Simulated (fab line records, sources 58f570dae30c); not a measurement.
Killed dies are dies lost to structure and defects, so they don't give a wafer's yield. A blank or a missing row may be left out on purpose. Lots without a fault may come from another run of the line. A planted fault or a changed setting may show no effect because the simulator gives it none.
Problem report in the 8D (eight disciplines) form, filled by code | flow berkeley_cmos170 | the parts of the form that need people (team, actions taken, sign-off) are left out

1. THE PROBLEM
tube_center_temp_C at UCB170_WELLDRIVE_ANNEAL_03 reads a mean of 1040 C on 6 wafers of 2 lots; wafers without a fault read 1100 C with a standard deviation of 0.1. That is -99 or more standard deviations from the usual mean.
The step: time 900 s.
First seen on wafer L251.1, day 8 05:09, on furnace-02. The record holds 18 wafers of 6 lots with a number at this step. Rule for "out", or "out of limits": more than 4 standard deviations from the usual mean. The other wafers with a number count as sound.

2. WHAT IT IS AND WHAT IT IS NOT
question                    | is                                                                                                | is not
which readings at this step | tube_center_temp_C, spike_tc_centre_C, spike_tc_load_C, spike_tc_source_C, tube_center_temp_C_max | -
which lots                  | L251, L252                                                                                        | L233, L238, L239, L243
which wafers of those lots  | all that have a number                                                                            | -
read on which tools         | furnace-02                                                                                        | furnace-01
when                        | from day 8 05:09                                                                                  | up to then (12 sound wafers)

3. SUSPECTS, AND WHAT RULES EACH OUT
Counting: a tool at a process step up to the reading stays a suspect if it ran every lot that is out and no sound lot after the first of them.
- rie_diel-03 at UCB170_PWELL_ETCH_14 (etches Si3N4 in CH3F/Ar/O2, stops on SiO2, target depth 242 nm, time 151 s): kept. It ran every lot that is out, first L251 (day 7 12:40), and no sound lot after that; its last sound lot up to then is L239 (day 5 04:11).
- furnace-02 at UCB170_WELLDRIVE_ANNEAL_03 (time 900 s): kept. It ran every lot that is out, first L251 (day 8 05:09), and no sound lot after that; its last sound lot up to then is L243 (day 6 09:01). Its own readings are out on those wafers: spike_tc_centre_C, spike_tc_load_C, spike_tc_source_C, tube_center_temp_C, tube_center_temp_C_max.
Left after counting: rie_diel-03 at UCB170_PWELL_ETCH_14, furnace-02 at UCB170_WELLDRIVE_ANNEAL_03.

4. THE CAUSE (what the simulator had put in)
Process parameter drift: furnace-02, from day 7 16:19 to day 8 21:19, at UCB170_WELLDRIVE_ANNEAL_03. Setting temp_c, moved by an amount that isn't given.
Counting left 2 suspects, and this tool is among them.

5. THE CHAIN OF EFFECTS, in route order
Each row: a reading whose mean over the struck wafers that have a number lies more than 3 standard deviations from the usual. Only readings for which the record gives a usual standard deviation are gone through. hours: the time from each lot's start at the first step in this table that gives one to its start at this step, as a median over the lots. sigmas: the change in usual standard deviations.
hours | step                       | reading                | usual    | on struck wafers | change | sigmas
0     | UCB170_WELLDRIVE_ANNEAL_03 | spike_tc_centre_C      | 1101.7 C | 1041.5           | -60.2  | -55
0     | UCB170_WELLDRIVE_ANNEAL_03 | spike_tc_load_C        | 1127.0 C | 1066.8           | -60.2  | -35
0     | UCB170_WELLDRIVE_ANNEAL_03 | spike_tc_source_C      | 1124.4 C | 1062.8           | -61.6  | -29
0     | UCB170_WELLDRIVE_ANNEAL_03 | tube_center_temp_C     | 1100 C   | 1040             | -60    | -99 or more
0     | UCB170_WELLDRIVE_ANNEAL_03 | tube_center_temp_C_max | 1102.8   | 1043.0           | -59.8  | -99 or more
The process steps in it:
- UCB170_WELLDRIVE_ANNEAL_03: time 900 s.

6. WHAT WOULD HAVE CAUGHT IT SOONER
In this record the first reading out of limits was taken at day 8 05:09, 13 hours after the fault began at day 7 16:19.
